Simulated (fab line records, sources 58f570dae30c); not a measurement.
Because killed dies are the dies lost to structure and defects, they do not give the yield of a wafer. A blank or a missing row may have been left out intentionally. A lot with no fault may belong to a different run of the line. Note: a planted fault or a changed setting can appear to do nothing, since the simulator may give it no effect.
Problem report, 8D (eight disciplines) form, completed by code | flow berkeley_cmos170 | the parts of the form that need people (team, actions taken, sign-off) are left out

1. WHAT WENT WRONG
M2_AL_RS at UCB170_M2_RS_MEAS_02 reads a mean of 0.0293 ohm/sq on 1 wafer of 1 lot; wafers without a fault read 0.0321 ohm/sq with a standard deviation of 0.00039. That puts it -7.2 standard deviations away from the usual mean.
The step: measures by four-point-probe.
The first sign was on wafer L698.6 at day 10 04:12, on film_metro-03. The record holds 39 wafers of 13 lots with a number at this step. Rule for "out", or "out of limits": more than 4 standard deviations from the usual mean. The rest of the wafers with a number are treated as sound.

2. WHAT IT IS; WHAT IT IS NOT
question                    | is                | is not
which readings at this step | M2_AL_RS          | -
which lots                  | L698              | L687, L688, L689, L690, L692, L693, L697, L699, L703, L704, L707, L708
which wafers of those lots  | L698.6            | L698.1, L698.3
read on which gauges        | film_metro-03     | film_metro-02, film_metro-04
when                        | from day 10 04:12 | up to then (26 sound wafers); but 12 sound wafers of L703, L704, L707, L708 came after

3. SUSPECTS, AND WHAT RULES EACH OUT
Counting: if a tool at a process step up to the reading ran every lot that is out, it stays a suspect. Sound lots after the first of them don't rule it out here, since some wafers of a struck lot are sound.
- the gauge at UCB170_M2_RS_MEAS_02 has been ruled out. All the wafers that are out were read on film_metro-03, but those of them that UCB170_M2_METAL_ETCH_18 has rows for are out there too, on other tools.
- rie_diel-01 at UCB170_V1_ETCH_14 (etches SiO2 in CHF3/CF4/Ar, stops on Al, target depth 1250 nm, time 291 s): kept. It processed L698, the lot that is out, at day 10 03:40, and its most recent sound lot before then was L699 at day 9 21:44.
- pvd_sputter-01 at UCB170_M2_SPUTTER_01 (material Al, target thk 900 nm, time 120 s): kept. It processed L698, the lot that is out, at day 10 04:07, and its most recent sound lot before then was L697 at day 9 22:39.
Left after counting: rie_diel-01 at UCB170_V1_ETCH_14, pvd_sputter-01 at UCB170_M2_SPUTTER_01.

4. THE CAUSE (what the simulator had put in)
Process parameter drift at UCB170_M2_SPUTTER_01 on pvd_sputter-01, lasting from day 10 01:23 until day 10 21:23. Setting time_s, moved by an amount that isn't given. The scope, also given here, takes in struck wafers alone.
This tool is one of the 2 suspects left after counting.

5. THE CHAIN OF EFFECTS, in route order
Each row: a reading whose mean over the struck wafers that have a number lies more than 3 standard deviations from the usual. Only readings whose record carries a usual standard deviation are examined. hours: median over the lots of the time between each lot's start at the first step of this table that gives one and its start at this step. sigmas: the change, counted in usual standard deviations.
hours | step                    | reading        | usual         | on struck wafers | change  | sigmas
0     | UCB170_M2_RS_MEAS_02    | M2_AL_RS       | 0.0321 ohm/sq | 0.0293           | -0.0028 | -7.2
0     | UCB170_M2_THK_MEAS_03   | M2_AL_THK      | 902 nm        | 984              | +82     | +6.8
3     | UCB170_M2_METAL_ETCH_18 | oes_product_au | 0.853 a.u.    | 0.899            | +0.046  | +5.4
Here are the process steps it includes:
- UCB170_M2_METAL_ETCH_18: etches Al in Cl2/BCl3, stops on SiO2, target depth 1170 nm, time 195 s.

6. WHAT WOULD HAVE CAUGHT IT SOONER
In this record the first reading out of limits at a measuring or inspecting step was taken at day 10 04:12, 3 hours after the fault began at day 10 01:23.
Tool readings at UCB170_M2_SPUTTER_01 with a usual standard deviation given in the record: none out on any struck wafer, hence no alarm at a limit of 4 standard deviations on them.
Lots out: 1; all had begun UCB170_M2_SPUTTER_01 on pvd_sputter-01 by day 10 04:12. A hold on the tool at that time would have spared none of them.
